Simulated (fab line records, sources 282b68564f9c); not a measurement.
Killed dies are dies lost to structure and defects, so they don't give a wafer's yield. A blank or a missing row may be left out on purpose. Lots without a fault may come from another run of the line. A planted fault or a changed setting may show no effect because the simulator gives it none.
A struck lot beside a sound one | flow rit_cmos | 14 steps out of a route of 202
Sound: wafers L274.2, L274.3, L274.5. Struck: wafers L269.1, L269.3, L269.6. The cause comes at the end.
At each step with rows: each side's tool, then ch and its chambers, then its first start. Under that, the readings that differ: sound wafers | struck wafers | difference of the means | sigmas: that difference in standard deviations of wafers without a fault.
alike: readings whose means differ by less than 2 such deviations, and words and numbers that are the same on both sides. not compared: withheld readings, readings that some wafer has no value for, bounds like >300 that may hide the same value, and numbers for which the record gives no deviation and whose values overlap.
The two part at a step that has a row with sigmas, a row that says differs or no value, or rows on one side only. Numbers that don't overlap but have no deviation are shown without sigmas and don't part them. A reading that every wafer of one side lacks parts them only if that side has two wafers or more.

first, 2 steps without rows for these wafers: RIT_NRETRO_PEB_04; RIT_NRETRO_DEVELOP_05 (develop time 68.87 s).
RIT_NRETRO_OVL_MEAS_06:
  sound on overlay-02, day 5 07:49; struck on overlay-01, day 4 11:02
  alike: NRETRO_OVL
then, 2 steps without rows for these wafers: RIT_NRETRO_HARDBAKE_07 (time 120 s); RIT_NRETRO_IMPLANT_08.
RIT_NRETRO_STRIP_09: strips in O2, time 180 s.
  sound on plasma_asher-01 ch 0,1, day 5 08:15; struck on plasma_asher-03 ch 0,1, day 4 11:29
  alike: drypump_motor_current_A, o2_flow_sccm
  not compared: rf_hours_counter_h
RIT_NRETRO_TW_MEAS_10:
  sound on film_metro-04, day 5 08:26; struck on film_metro-01, day 4 11:39
  reading   | sound          | struck         | difference | sigmas
  NRETRO_TW | 1038 1044 1037 | 1054 1043 1055 | +11        | +2
then, 5 steps without rows for these wafers: RIT_PRETRO_HMDS_00 (prime time 60 s); RIT_PRETRO_COAT_01 (resist thk 1300 nm); RIT_PRETRO_SOFTBAKE_02 (time 60 s); RIT_PRETRO_EXPOSE_03 (exposes mask M5, target cd 43700 nm); RIT_PRETRO_PEB_04.
RIT_PRETRO_DEVELOP_05: develop time 68 s.
  sound on litho_track-02 ch 0, day 5 09:00; struck on litho_track-04, day 4 12:00
  no value came back on the struck wafers for chill_plate_temp_C (C), develop_time_s (s); on the sound wafers chill_plate_temp_C (C) reads 23.08 23.10 23.12
RIT_PRETRO_OVL_MEAS_06:
  sound on overlay-02, day 5 09:23; struck on overlay-01, day 4 12:43
  reading         | sound        | struck | difference                    | sigmas
  PRETRO_OVL (nm) | -1.3 2.2 2.2 | - - -  | no value on the struck wafers |

WHERE THEY PART
First at RIT_NRETRO_TW_MEAS_10; last, within this record, at RIT_PRETRO_OVL_MEAS_06.

WHY: what the simulator had put in
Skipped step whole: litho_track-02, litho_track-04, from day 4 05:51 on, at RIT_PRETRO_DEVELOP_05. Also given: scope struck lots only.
